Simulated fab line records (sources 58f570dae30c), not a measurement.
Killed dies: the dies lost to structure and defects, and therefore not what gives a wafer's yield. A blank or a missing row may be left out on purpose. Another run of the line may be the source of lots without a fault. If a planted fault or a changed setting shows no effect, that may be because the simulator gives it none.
The tool behind it: which one? ; flow berkeley-cmos170 ; Sampling: 6 lots, 18 wafers, 4 of 331 route steps

## WHAT EACH GAUGE READ, for each wafer
UCB170_V2_THK_MEAS_01.
lot;measured;on;V2_TEOS_THK (nm)
L880;day 7 19:41;film-metro-01;2004 1995 2001
L881;day 8 11:04;film-metro-01;2001 1988 2007
L887;day 9 17:28;film-metro-04;2012 2035 2039
L890;day 10 07:13;film-metro-01;1981 1978 2014
L894;day 11 00:02;film-metro-01;2000 2003 2065
L897;day 12 07:32;film-metro-04;1950 1991 2000

## WHAT TOOL EACH LOT RAN ON (gives the tool, then ch and the chambers of the sampled wafers, and finally the start)
lot;UCB170_M1_SPUTTER_00;UCB170_M2_SPUTTER_01;UCB170_V2_CVD_00
L880;pvd-sputter-02, day 7 06:59;pvd-sputter-04, day 7 16:25;pecvd-01 ch 0,1, day 7 19:32
L881;pvd-sputter-03, day 7 23:31;pvd-sputter-03, day 8 07:46;pecvd-03 ch 1,2, day 8 10:54
L887;pvd-sputter-02, day 9 05:52;pvd-sputter-04, day 9 14:24;pecvd-02 ch 1,2, day 9 17:17
L890;pvd-sputter-02, day 9 16:24;pvd-sputter-04, day 10 03:37;pecvd-01 ch 0,1,2, day 10 07:04
L894;pvd-sputter-04, day 10 13:16;pvd-sputter-01, day 10 21:13;pecvd-02 ch 0,1,2, day 10 23:53
L897;pvd-sputter-02, day 11 18:21;pvd-sputter-03, day 12 04:43;pecvd-02 ch 0,1,2, day 12 07:22
- UCB170_M1_SPUTTER_00: material Al, target thk 600 nm, time 80 s.
- UCB170_M2_SPUTTER_01: material Al, target thk 900 nm, time 120 s.
- UCB170_V2_CVD_00: deposits SiO2 from TEOS/O2, target thk 2000 nm, time 250 s.

## THE ANSWER, worked out from the rows above alone
Rule: the usual values come from the lots themselves. The widest of any qualifying gaps counts: lots, ordered by their means at a reading, are off when they make up no more than a third of the lots, leave a main group of 4 or more, and stand apart from it by 3 or more times the standard deviation of that group's means. A main group is skipped when, at the precision printed for the reading in the tables above, its means are all equal. Also off: a lot with no number at a reading for which 4 or more lots have one. All remaining lots with rows at the step are treated as sound.
No lot is off on any of the readings shown, so nothing can be concluded from this.

## WHAT WAS PUT IN BY THE SIMULATOR
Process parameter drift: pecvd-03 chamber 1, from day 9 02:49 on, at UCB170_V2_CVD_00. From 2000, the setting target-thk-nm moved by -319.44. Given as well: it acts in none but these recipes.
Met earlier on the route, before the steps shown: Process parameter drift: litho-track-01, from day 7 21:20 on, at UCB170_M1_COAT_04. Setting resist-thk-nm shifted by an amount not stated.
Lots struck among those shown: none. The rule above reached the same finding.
